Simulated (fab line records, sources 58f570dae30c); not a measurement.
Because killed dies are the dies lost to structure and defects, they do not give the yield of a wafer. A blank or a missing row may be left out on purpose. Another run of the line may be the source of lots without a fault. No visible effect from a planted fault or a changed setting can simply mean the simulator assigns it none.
Matching of chambers | flow berkeleyCmos170 | UCB170_BACKSIDE_CLEAN_04 on wetBench-03: 3 sister chambers
The step cleans in SPM, time 600 s. 6 wafers are shown with their chamber, then 8 later ones without.

## WAFERS WITH THEIR CHAMBER
wafer  | chamber | bathGuardTempC (C) | bathHeatDutyPct (%)
L870.3 | 2       | 120.0              | 13.5
L870.5 | 2       | 120.3              | 10.8
L880.6 | 3       | 119.6              | 14.4
L883.3 | 0       | 121.0              | 14.2
L883.5 | 0       | 120.7              | 13.0
L885.2 | 3       | 120.2              | 14.7

## WAFERS WHOSE CHAMBER IS MISSING
wafer  | bathGuardTempC (C) | bathHeatDutyPct (%)
L885.4 | 120.1              | 13.3
L885.6 | 119.8              | 13.4
L887.2 | 119.9              | 14.1
L887.5 | 119.8              | 14.7
L887.6 | 119.9              | 14.4
L889.1 | 120.6              | 13.4
L889.2 | 120.8              | 14.7
L889.6 | 120.9              | 14.2

## WHICH CHAMBER EACH WENT THROUGH
wafer  | from the rows above          | in truth
L885.4 | can't be placed: 2 or 3 or 0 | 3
L885.6 | can't be placed: 3 or 2      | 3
L887.2 | can't be placed: 3 or 2      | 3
L887.5 | 3                            | 3
L887.6 | can't be placed: 3 or 2      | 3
L889.1 | can't be placed: 0 or 2 or 3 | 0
L889.2 | 0                            | 0
L889.6 | 0                            | 0
Correctly placed: 3 of 8. Not placeable from these rows: 5 (in 5, the candidates include the true chamber). 0 placed wrongly.
How it was worked out, from the rows above alone: a wafer's distance from a chamber is the root of the sum, over the readings, of the square of ((its reading less the chamber's mean) divided by the reading's scatter). If the next closest chamber is less than 2 further off than the closest, the wafer can't be placed; otherwise it belongs to the closest. For every chamber, the mean is computed from those of its wafers that are shown. How the scatter is found: for the shown wafers, subtract from each reading the mean of its chamber, square and add these, divide the total by (wafers less chambers), then take the root.
